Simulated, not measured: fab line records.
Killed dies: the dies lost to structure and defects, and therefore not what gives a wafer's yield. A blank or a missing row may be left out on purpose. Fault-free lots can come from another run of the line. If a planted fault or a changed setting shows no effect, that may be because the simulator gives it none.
One fault seen from 2 desks -- flow berkeley-cmos170 -- each desk has only its own numbers; what lay behind them comes last

## METROLOGY DESK
Lot by lot, what the gauges showed, no matter which tool ran the lot: averages of those sampled wafers that carry a number. Marked OUT: a lot whose mean sits more than 4 standard deviations from the usual mean, which makes it out of limits; the brackets give that distance.
Columns: A = M2_AL_THK at UCB170_M2_THK_MEAS_03, usual 901 nm; B = V2_TEOS_THK at UCB170_V2_THK_MEAS_01, usual 2008 nm; C = cd-nm at UCB170_V2_CD_MEAS_90, usual 699.4 nm
lot,first seen here,A,B,C
L417,day 8 23:04,898,2008,700.2
L419,day 9 12:34,912,2025,698.8
L421,day 9 20:21,917,2031,700.9
L420,day 9 21:26,895,2016,699.8
L427,day 10 14:52,913,1994,699.4
L424,day 10 14:54,887,2016,698.7
L425,day 10 15:10,895,2015,698.1
L429,day 11 00:36,897,1976,701.3
L426,day 11 00:40,901,1994,697.0
L431,day 12 01:19,900,2035,698.5
L432,day 12 02:29,906,1908 (-4.4) OUT,698.2
L430,day 12 02:46,896,2016,701.4
L437,day 13 08:52,887,1991,700.5
This desk finds L432 out of limits, with the earliest case on L432 at day 12 05:13 (V2_TEOS_THK at UCB170_V2_THK_MEAS_01). L417, L419, L421, L420, L427, L424, L425, L429, L426, L431, L430, L437 stayed within limits.

## FOR THE TOOL OWNER'S DESK: pecvd-04
The tool's own readings at UCB170_V2_CVD_00 (deposits SiO2 from TEOS/O2, target thk 2000 nm, time 250 s): means of the sampled wafers that have a number, for each lot that ran on this tool. Marked OUT: a lot whose mean sits more than 4 standard deviations from the usual mean, which makes it out of limits; the brackets give that distance.
Columns: A = heater-power-w at UCB170_V2_CVD_00, usual 275 W
lot,first seen here,A
L421,day 10 00:23,242
L425,day 10 18:45,252
L429,day 11 02:50,293
L432,day 12 05:02,284
Finding of this desk: none of the 4 lots has anything out of limits.

## BROUGHT TOGETHER
Metrology desk: alarm possible at day 12 05:13 on L432.
The tool owner's desk saw nothing out of limits.
On record at the tool owner's desk: L432, within its limits.
Every lot named ran UCB170_V2_CVD_00 on pecvd-04.

## WHAT THE SIMULATOR PUT IN
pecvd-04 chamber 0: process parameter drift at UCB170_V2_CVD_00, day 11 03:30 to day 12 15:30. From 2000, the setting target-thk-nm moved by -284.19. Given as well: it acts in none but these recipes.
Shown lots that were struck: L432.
Delay in hours, fault start to first out-of-limits reading, per desk: metrology desk 26.
